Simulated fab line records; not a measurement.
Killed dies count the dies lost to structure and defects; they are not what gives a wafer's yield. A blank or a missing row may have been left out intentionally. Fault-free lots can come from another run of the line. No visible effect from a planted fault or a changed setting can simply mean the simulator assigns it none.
Split-lot study    flow berkeley-cmos170    23 wafers read from 5 lots, route of 331 steps

== ABOUT THE SPLIT ==
At UCB170_SILICIDE_SPUTTER_01 (material Ti, target thk 30 nm, time 25 s), the setting power-w was moved away from the recipe's 1500 W on 10 of the 23 wafers read, by -10.5% to +4.6%. The other wafers ran this setting at the recipe's value.

== SPLIT TO READING: what lies between them in the file, 1 step ==
- UCB170_SILICIDE_RS_MEAS_02: measures by four-point-probe

== THE READING ==
SILICIDE_TI_THK, in nm, at UCB170_SILICIDE_THK_MEAS_03 (measures by xrf). Typical for fault-free wafers on this fab line: 30.5 nm, with standard deviation 0.42 nm.

wafer   tool, chamber at the split  power-w as run, W  against the recipe  SILICIDE_TI_THK, nm  against lot-mates on the recipe
L074.1  pvd-sputter-01, -           1569               +4.6%               32.8                 +1.9
L074.3  pvd-sputter-01, -           1569               +4.6%               31.9                 +1.0
L074.4  pvd-sputter-01, -           1569               +4.6%               31.1                 +0.2
L074.5  pvd-sputter-01, -           1500               recipe              31.0                 -
L074.6  pvd-sputter-01, -           1500               recipe              30.7                 -
L075.1  pvd-sputter-01, -           1500               recipe              30.1                 -
L075.3  pvd-sputter-01, -           1500               recipe              30.5                 -
L075.4  pvd-sputter-01, -           1360               -9.3%               27.9                 -2.4
L075.5  pvd-sputter-01, -           1360               -9.3%               27.6                 -2.7
L075.6  pvd-sputter-01, -           1360               -9.3%               28.0                 -2.3
L077.1  pvd-sputter-04, -           1500               recipe              30.4                 -
L077.2  pvd-sputter-04, -           1500               recipe              31.1                 -
L077.6  pvd-sputter-04, -           1500               recipe              30.9                 -
L082.1  pvd-sputter-04, -           1500               recipe              30.1                 -
L082.3  pvd-sputter-04, -           1342               -10.5%              27.1                 -3.2
L082.4  pvd-sputter-04, -           1342               -10.5%              27.6                 -2.7
L082.5  pvd-sputter-04, -           1500               recipe              30.0                 -
L082.6  pvd-sputter-04, -           1500               recipe              30.7                 -
L085.1  pvd-sputter-03, -           1407               -6.2%               29.0                 -1.5
L085.2  pvd-sputter-03, -           1500               recipe              30.4                 -
L085.3  pvd-sputter-03, -           1500               recipe              31.1                 -
L085.4  pvd-sputter-03, -           1407               -6.2%               28.1                 -2.4
L085.6  pvd-sputter-03, -           1500               recipe              29.9                 -

THE FIT
A straight line over all 23 wafers: SILICIDE_TI_THK changes by +0.299 nm for each +1% of power-w; r = +0.96; the points scatter about the line by 0.45 nm.
The same after taking each lot's own level away (the mean of its wafers on the recipe; 23 wafers): +0.268 nm for each +1%; r = +0.96; scatter 0.42 nm.
The reading moves by 2.8 nm for the largest change in power-w, on that fit.
The lots' own levels span 30.27 to 30.85 nm, that is 1.4 times the standard deviation above.
Hence the slope depends on the lot-to-lot level, as the two fits are not the same.
Check: -2.8 nm against its lot-mates is what the line predicts for one of the wafers moved furthest among these (-10.5%) when that wafer is left out of the fit. Against them it came out at -3.17 nm.

== FURTHER SPLITS ON THESE WAFERS ==
Other splits were also applied to these wafers ahead of the reading. Each is held against what the fit with the lots' levels taken away leaves over:
other split on the same wafers    wafers away from the commonest value  r with SILICIDE_TI_THK (lot level and that fit taken away)
UCB170_PWELL_CVD_05 temp-c        15                                    +0.01
UCB170_ACTIVE_STRIP_16 power-w    7                                     -0.07
UCB170_GATE_OXIDATION_01 temp-c   15                                    -0.02
UCB170_NLDD_EXPOSE_03 dose-mj     9                                     -0.06
UCB170_NSD_IMPLANT_08 energy-kev  6                                     -0.03

== THE WHOLE CHAIN: every reading that the file lists as answering this split, in the file's order ==
step                         what it does                              reading                                                                            change (the file's fit)               r (the file's)
UCB170_SILICIDE_SPUTTER_01   material Ti, target thk 30 nm, time 25 s  Ti_of_SILICIDE_SPUTTER_01.thk-nm (the simulator's own value, which no gauge read)  +0.27 nm for each +1% of the setting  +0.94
UCB170_SILICIDE_RS_MEAS_02   measures by four-point-probe              SILICIDE_TI_RS                                                                     -0.3 for each +1% of the setting      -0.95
UCB170_SILICIDE_THK_MEAS_03  measures by xrf                           SILICIDE_TI_THK                                                                    +0.271 for each +1% of the setting    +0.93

== FILE'S OWN FIT ==
SILICIDE_TI_THK changes by +0.271 nm for each +1% of power-w, r = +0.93.
